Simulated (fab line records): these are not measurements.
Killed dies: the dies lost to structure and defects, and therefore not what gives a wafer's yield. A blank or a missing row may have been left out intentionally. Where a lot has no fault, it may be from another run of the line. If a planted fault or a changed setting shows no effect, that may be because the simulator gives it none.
Commonality check across tools	flow ritCmos	Sampled: 14 lots, 42 wafers

## WHAT PROMPTED THE OPENING
On 2 of the 14 lots, a flag is raised at RIT_GATE_CD_MEAS_16 on the reading cdNm. No-fault wafers: 149.6 nm, standard deviation 2.5.
Rule: a lot is flagged in two cases, either no wafer of it has a number, or all its wafers with numbers fall more than 4 standard deviations from that mean. As for the other lots, they are considered sound.

lot	measured	on	cdNm (nm), wafer by wafer	flag
L244	day 2 21:47	cdSem-01	154.7 154.3 151.5	
L245	day 3 03:17	cdSem-01	148.9 149.3 149.5	
L246	day 3 03:34	cdSem-02	148.7 146.5 145.3	
L247	day 3 10:50	cdSem-01	152.1 152.9 152.7	
L248	day 3 11:00	cdSem-02	152.4 152.5 151.4	
L249	day 3 14:35	cdSem-02	149.2 149.5 150.6	
L251	day 4 03:18	cdSem-01	150.8 150.1 148.9	
L254	day 4 19:11	cdSem-01	136.4 134.0 133.9	FLAGGED
L255	day 5 07:08	cdSem-01	149.3 148.6 149.3	
L259	day 5 21:25	cdSem-01	135.1 137.0 136.2	FLAGGED
L262	day 6 11:43	cdSem-02	150.9 152.6 149.6	
L263	day 6 14:09	cdSem-01	150.3 149.6 150.7	
L266	day 7 07:04	cdSem-02	145.3 146.5 147.1	
L267	day 7 12:10	cdSem-02	151.1 150.7 151.0	
On average the flagged lots' numbers are 135.4 nm, which is -14.2 nm against the usual, or -6 standard deviations.

## TOOL THAT RAN EACH LOT
The record keeps 1 process step preceding the reading, out of 202 steps on the route. Cell contents, in order: the tool; ch with the chambers the sampled wafers went through; the start.
lot	flag	RIT_GATE_DEVELOP_15
L244		lithoTrack-04 ch 0, day 2 21:00
L245		lithoTrack-04 ch 0, day 3 03:00
L246		lithoTrack-01 ch 0, day 3 03:00
L247		lithoTrack-03 ch 0, day 3 10:00
L248		lithoTrack-01 ch 0, day 3 10:00
L249		lithoTrack-04 ch 0, day 3 14:00
L251		lithoTrack-01 ch 0, day 4 03:00
L254	FLAGGED	lithoTrack-04 ch 0, day 4 19:00
L255		lithoTrack-01 ch 0, day 5 07:00
L259	FLAGGED	lithoTrack-04 ch 0, day 5 21:00
L262		lithoTrack-03 ch 0, day 6 11:00
L263		lithoTrack-03 ch 0, day 6 14:00
L266		lithoTrack-03 ch 0, day 7 06:00
L267		lithoTrack-03 ch 0, day 7 12:00
What is done by these steps:
- RIT_GATE_DEVELOP_15: develop time 50 s.
- RIT_GATE_CD_MEAS_16: target cd 150 nm.

## FLAGGED OVER TOTAL, TOOL BY TOOL (the gauges that took the reading come last)
step	tool	lots run	flagged	share of the flagged lots	sound lots run after its first flagged lot
RIT_GATE_DEVELOP_15	lithoTrack-01	4	0	none	-
RIT_GATE_DEVELOP_15	lithoTrack-03	5	0	none	-
RIT_GATE_DEVELOP_15	lithoTrack-04	5	2	all	0
RIT_GATE_CD_MEAS_16	cdSem-01	8	2	all	2 (L255,L263)
RIT_GATE_CD_MEAS_16	cdSem-02	6	0	none	-

## WHAT THE TABLE ALLOWS
lithoTrack-04 at RIT_GATE_DEVELOP_15 and cdSem-01 at RIT_GATE_CD_MEAS_16 are the 2 rows of the table that ran each flagged lot.
- lithoTrack-04 at RIT_GATE_DEVELOP_15 ran 5 lots, 2 of them flagged. A fault beginning between L249 (day 3 14:00), its last sound lot, and L254 (day 4 19:00), its first flagged one, fits the data. Its own readings lie more than 4 standard deviations out on every wafer of the flagged lots: developerTempC.
- cdSem-01 at RIT_GATE_CD_MEAS_16 ran 8 lots, 2 of them flagged. Lots that were sound ran on it after the first flagged one (L255, L263); a persistent fault on the entire tool would not allow that.
Just one tool remains: lithoTrack-04 at RIT_GATE_DEVELOP_15.

## WHAT THE SIMULATOR PUT IN
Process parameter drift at RIT_GATE_DEVELOP_15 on lithoTrack-04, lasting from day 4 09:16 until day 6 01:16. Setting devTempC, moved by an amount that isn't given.
Lots struck among those shown: L254, L259. This agrees with what the rule above found.
